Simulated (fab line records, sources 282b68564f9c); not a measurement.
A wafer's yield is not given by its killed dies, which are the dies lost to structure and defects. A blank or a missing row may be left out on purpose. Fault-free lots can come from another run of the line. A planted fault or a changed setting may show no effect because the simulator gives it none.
fab line records | flow rit-cmos | part 2 of 2: steps 30 to 40 of 40
record lots=5 | wafers=15 | last-day=6
route steps=202 shown NWELL@34 PWELL@39 WELLDRIVE@50 NRETRO@53 PRETRO@64
lots untouched by any fault: they come from a run of this same line in which no faults occurred
start-h: hours from the record's first day to the start of the lot's first wafer shown | wait-h: hours from the lot's prior step to this one | " identical to the entry in the row above | L1.1+2: a row that stands for several wafers | - no value, or no start given | * or withheld: withheld | < > ~ a bound
route shown NAME@n: NAME is a module with steps in the file, n the number in the route of the first one | usual: mean and standard deviation over wafers with no fault | same: alike in all rows | chamber/n: place in a boat | sites: readings site by site | _std_site: how widely they spread, as a standard deviation | _edge_site: mean of outer sites minus mean of inner sites | radius-mm: how far each site lies from the wafer's centre | mask NAME#n: copy n | behind: the last tool/chamber to shape the wafer | hold: reason for holding the lot/hours on hold/outcome of the hold | device: the n, p or np transistor that did not switch | end of line: the tests these same wafers got at the end of their route | a step without rows: its recipe alone | killed: not the wafer's yield, but the dies lost to structure and defects at the first sort | map: a wafer's dies, x killed, . not, _ none there
set.NAME: the setting the step ran with; set.NAME@STEP: the setting that earlier step ran with | model.NAME: the simulator's own value behind a step, which no gauge read
lots at selected steps of the route; one table per step, one row per wafer
services: from which hour (start-h, from the record's first day; less than 0 if before it) a tool's chamber was out of use, for how many hours, and why
## steps
# step RIT_NRETRO_TW_MEAS_10
# usual NRETRO_TW=1044/12
lot.wafer | tool          | chamber | start-h | wait-h | NRETRO_TW
L078.2    | film-metro-02 | -       | 54.19   | 0.1    | 1033
L078.3    | "             | -       | "       | "      | 1028
L078.5    | "             | -       | "       | "      | 1033
L080.1    | film-metro-02 | -       | 64.09   | 0.1    | 1034
L080.3    | "             | -       | "       | "      | 1027
L080.5    | "             | -       | "       | "      | 1034
L081.1    | film-metro-01 | -       | 65.92   | 0.1    | 1045
L081.2    | "             | -       | "       | "      | 1037
L081.3    | "             | -       | "       | "      | 1038
L083.2    | film-metro-04 | -       | 78.33   | 0.1    | 1062
L083.5    | "             | -       | "       | "      | 1063
L083.6    | "             | -       | "       | "      | 1058
L090.1    | film-metro-01 | -       | 111.82  | 0.1    | 1053
L090.4    | "             | -       | "       | "      | 1046
L090.6    | "             | -       | "       | "      | 1049
# step RIT_PRETRO_HMDS_00
# recipe prime-time-s=60 | prime-temp-c=140
# usual prime-temp-c=140.03/0.13
# same prime-time-s=60
lot.wafer | tool           | chamber | start-h | wait-h | prime-temp-c
L078.2    | litho-track-02 | 0       | 54.26   | 0.1    | 139.96
L078.3    | "              | 0       | "       | "      | 139.93
L078.5    | "              | 0       | "       | "      | 140.01
L080.1    | litho-track-04 | 0       | 64.15   | 0.1    | 140.04
L080.3    | "              | 0       | "       | "      | 139.99
L080.5    | "              | 0       | "       | "      | 140.02
L081.1    | litho-track-04 | 0       | 65.98   | 0.1    | 140.13
L081.2    | "              | 0       | "       | "      | 139.96
L081.3    | "              | 0       | "       | "      | 139.85
L083.2    | litho-track-01 | 0       | 78.42   | 0.1    | 140.07
L083.5    | "              | 0       | "       | "      | 140.00
L083.6    | "              | 0       | "       | "      | 140.03
L090.1    | litho-track-04 | 0       | 111.88  | 0.1    | 139.81
L090.4    | "              | 0       | "       | "      | 139.99
L090.6    | "              | 0       | "       | "      | 139.98
# step RIT_PRETRO_COAT_01
# recipe resist=NOVOLAK | spin-rpm=2000 | resist-thk-nm=1300
# usual spin-speed-rpm=2000.0/1.5
lot.wafer | tool           | chamber | start-h | wait-h | spin-speed-rpm
L078.2    | litho-track-02 | 0       | 54.41   | 0.1    | 1999.8
L078.3    | "              | 0       | "       | "      | 2000.1
L078.5    | "              | 0       | "       | "      | 1998.9
L080.1    | litho-track-04 | 0       | 64.30   | 0.1    | 1999.3
L080.3    | "              | 0       | "       | "      | 1999.2
L080.5    | "              | 0       | "       | "      | 1998.7
L081.1    | litho-track-04 | 0       | 66.13   | 0.1    | 1998.6
L081.2    | "              | 0       | "       | "      | 1997.7
L081.3    | "              | 0       | "       | "      | 1998.0
L083.2    | litho-track-01 | 0       | 78.57   | 0.1    | 2000.0
L083.5    | "              | 0       | "       | "      | 1998.3
L083.6    | "              | 0       | "       | "      | 2000.3
L090.1    | litho-track-04 | 0       | 112.03  | 0.1    | 2001.6
L090.4    | "              | 0       | "       | "      | 2001.4
L090.6    | "              | 0       | "       | "      | 1998.8
# step RIT_PRETRO_SOFTBAKE_02
# recipe resist=NOVOLAK | temp-c=90 | time-s=60
lot.wafer  | tool           | chamber | start-h | wait-h
L078.2+3+5 | litho-track-02 | 0       | 54.56   | 0.1
L080.1+3+5 | litho-track-04 | 0       | 64.45   | 0.1
L081.1+2+3 | litho-track-04 | 0       | 66.28   | 0.1
L083.2+5+6 | litho-track-01 | 0       | 78.72   | 0.1
L090.1+4+6 | litho-track-04 | 0       | 112.18  | 0.1
# step RIT_PRETRO_EXPOSE_03
# recipe mask-id=M5 | na=0.57 | target-cd-nm=43700 | dose-mj=250
# usual focus-offset-nm=0.0/0.51 | reticle-temp-C=23.00/0.1
lot.wafer | tool             | chamber | start-h | wait-h | mask | focus-offset-nm | reticle-temp-C
L078.2    | iline-stepper-02 | 0       | 54.78   | 0.2    | M5#0 | -1.1            | 22.92
L078.3    | "                | 0       | "       | "      | M5#0 | -0.1            | 22.95
L078.5    | "                | 0       | "       | "      | M5#0 | 0.2             | 22.99
L080.1    | iline-stepper-01 | 0       | 64.60   | 0.1    | M5#0 | -0.1            | 23.01
L080.3    | "                | 0       | "       | "      | M5#0 | 0.1             | 23.06
L080.5    | "                | 0       | "       | "      | M5#0 | 0.2             | 23.09
L081.1    | iline-stepper-01 | 0       | 66.43   | 0.1    | M5#0 | 0.4             | 23.06
L081.2    | "                | 0       | "       | "      | M5#0 | -0.3            | 22.93
L081.3    | "                | 0       | "       | "      | M5#0 | 0.6             | 23.02
L083.2    | iline-stepper-01 | 0       | 78.87   | 0.1    | M5#0 | 0.3             | 22.99
L083.5    | "                | 0       | "       | "      | M5#0 | -0.1            | 23.13
L083.6    | "                | 0       | "       | "      | M5#0 | 0.4             | 23.08
L090.1    | iline-stepper-01 | 0       | 112.46  | 0.2    | M5#0 | 0.1             | 22.96
L090.4    | "                | 0       | "       | "      | M5#0 | 0.5             | 22.93
L090.6    | "                | 0       | "       | "      | M5#0 | 0.1             | 23.03
# step RIT_PRETRO_PEB_04
# recipe resist=NOVOLAK | temp-c=withheld | time-s=withheld
lot.wafer  | tool           | chamber | start-h | wait-h
L078.2+3+5 | litho-track-04 | 0       | 55.07   | 0.3
L080.1+3+5 | litho-track-02 | 0       | 64.72   | 0.1
L081.1+2+3 | litho-track-02 | 0       | 66.55   | 0.1
L083.2+5+6 | litho-track-02 | 0       | 78.99   | 0.1
L090.1+4+6 | litho-track-01 | 0       | 112.57  | 0.1
# step RIT_PRETRO_DEVELOP_05
# recipe resist=NOVOLAK | develop-time-s=68 | dev-temp-c=23
# same develop-time-s=68
lot.wafer  | tool           | chamber | start-h | wait-h
L078.2+3+5 | litho-track-04 | 0       | -       | -
L080.1+3+5 | litho-track-02 | 0       | -       | -
L081.1+2+3 | litho-track-02 | 0       | -       | -
L083.2+5+6 | litho-track-02 | 0       | -       | -
L090.1+4+6 | litho-track-01 | 0       | -       | -
# step RIT_PRETRO_OVL_MEAS_06
# usual PRETRO_OVL=0.9/1.4
lot.wafer | tool       | chamber | start-h | wait-h | PRETRO_OVL[nm]
L078.2    | overlay-01 | -       | 55.36   | -      | 2.6
L078.3    | "          | -       | "       | "      | 2.5
L078.5    | "          | -       | "       | "      | 0.5
L080.1    | overlay-02 | -       | 65.03   | -      | -0.8
L080.3    | "          | -       | "       | "      | -0.1
L080.5    | "          | -       | "       | "      | 0.8
L081.1    | overlay-01 | -       | 66.86   | -      | 2.0
L081.2    | "          | -       | "       | "      | 2.4
L081.3    | "          | -       | "       | "      | -0.1
L083.2    | overlay-02 | -       | 79.29   | -      | 2.6
L083.5    | "          | -       | "       | "      | 3.1
L083.6    | "          | -       | "       | "      | 2.9
L090.1    | overlay-01 | -       | 112.89  | -      | 0.8
L090.4    | "          | -       | "       | "      | 1.5
L090.6    | "          | -       | "       | "      | 1.0
# step RIT_PRETRO_HARDBAKE_07
# recipe resist=NOVOLAK | temp-c=141 | time-s=120
lot.wafer  | tool           | chamber | start-h | wait-h
L078.2+3+5 | litho-track-01 | 0       | 55.55   | 0.2
L080.1+3+5 | litho-track-04 | 0       | 65.11   | 0.1
L081.1+2+3 | litho-track-01 | 0       | 66.89   | 0.0
L083.2+5+6 | litho-track-02 | 0       | 79.36   | 0.1
L090.1+4+6 | litho-track-01 | 0       | 112.92  | 0.0
# step RIT_PRETRO_IMPLANT_08
# recipe species=B | energy-kev=45 | dose-cm2=1.2e+13 | tilt-deg=7
# usual dose-ions-cm2=1.2003e+13/1.4e+10 | end-station-pressure-torr=5.01e-06/2.8e-07
lot.wafer | tool         | chamber | start-h | wait-h | dose-ions-cm2 | end-station-pressure-torr
L078.2    | implanter-04 | 0       | 55.78   | 0.2    | 1.1992e+13    | 5.26e-06
L078.3    | "            | 0       | "       | "      | 1.2005e+13    | 4.99e-06
L078.5    | "            | 0       | "       | "      | 1.1998e+13    | 4.51e-06
L080.1    | implanter-04 | 0       | 65.36   | 0.2    | 1.2021e+13    | 5.18e-06
L080.3    | "            | 0       | "       | "      | 1.2011e+13    | 5.51e-06
L080.5    | "            | 0       | "       | "      | 1.2008e+13    | 5.07e-06
L081.1    | implanter-04 | 0       | 67.14   | 0.2    | 1.2004e+13    | 4.91e-06
L081.2    | "            | 0       | "       | "      | 1.1982e+13    | 5.25e-06
L081.3    | "            | 0       | "       | "      | 1.1983e+13    | 4.61e-06
L083.2    | implanter-04 | 0       | 79.59   | 0.2    | 1.1985e+13    | 5.04e-06
L083.5    | "            | 0       | "       | "      | 1.1991e+13    | 5.32e-06
L083.6    | "            | 0       | "       | "      | 1.1979e+13    | 4.66e-06
L090.1    | implanter-02 | 0       | 113.17  | 0.2    | 1.199e+13     | 4.83e-06
L090.4    | "            | 0       | "       | "      | 1.1991e+13    | 5.25e-06
L090.6    | "            | 0       | "       | "      | 1.2013e+13    | 5.55e-06
# step RIT_PRETRO_STRIP_09
# recipe chemistry=O2 | time-s=180 | resist=NOVOLAK | platen-temp-c=withheld | power-w=500 | pressure-mtorr=4000 | o2-flow-sccm=4000
# usual drypump-motor-current-A=5.67/0.28
lot.wafer | tool            | chamber | start-h | wait-h | drypump-motor-current-A | rf-hours-counter-h
L078.2    | plasma-asher-03 | 1       | 55.90   | 0.1    | 5.17                    | 40
L078.3    | "               | 1       | "       | "      | 5.18                    | -
L078.5    | "               | 1       | "       | "      | 5.22                    | -
L080.1    | plasma-asher-01 | 0       | 65.51   | 0.1    | 6.24                    | 42
L080.3    | "               | 0       | "       | "      | 6.24                    | -
L080.5    | "               | 0       | "       | "      | 6.24                    | -
L081.1    | plasma-asher-01 | 1       | 67.29   | 0.1    | 5.51                    | 42
L081.2    | "               | 0       | "       | "      | 6.25                    | 42
L081.3    | "               | 0       | "       | "      | 6.23                    | -
L083.2    | plasma-asher-01 | 1       | 79.72   | 0.1    | 5.55                    | 44
L083.5    | "               | 1       | "       | "      | 5.53                    | -
L083.6    | "               | 0       | "       | "      | 6.26                    | -
L090.1    | plasma-asher-04 | 0       | 113.32  | 0.1    | 5.55                    | 31
L090.4    | "               | 0       | "       | "      | 5.55                    | -
L090.6    | "               | 1       | "       | "      | 5.74                    | -
## services
tool             | chamber | start-h | hours | kind
implanter-04     | -       | 38.71   | 4.0   | pm
iline-stepper-02 | -       | 52.71   | 1.7   | pm
iline-stepper-02 | 0       | 55.42   | -     | calibration
plasma-asher-04  | -       | 66.03   | 15.6  | pm
implanter-01     | -       | 89.01   | 4.1   | pm
iline-stepper-01 | -       | 96.02   | 1.7   | pm
implanter-02     | -       | 97.54   | 2.6   | repair
iline-stepper-01 | 0       | 105.76  | -     | calibration
plasma-asher-03  | -       | 108.75  | 9.0   | pm
plasma-asher-03  | 0       | 108.75  | 9.0   | vent-cycle
plasma-asher-03  | 1       | 108.75  | 9.0   | vent-cycle
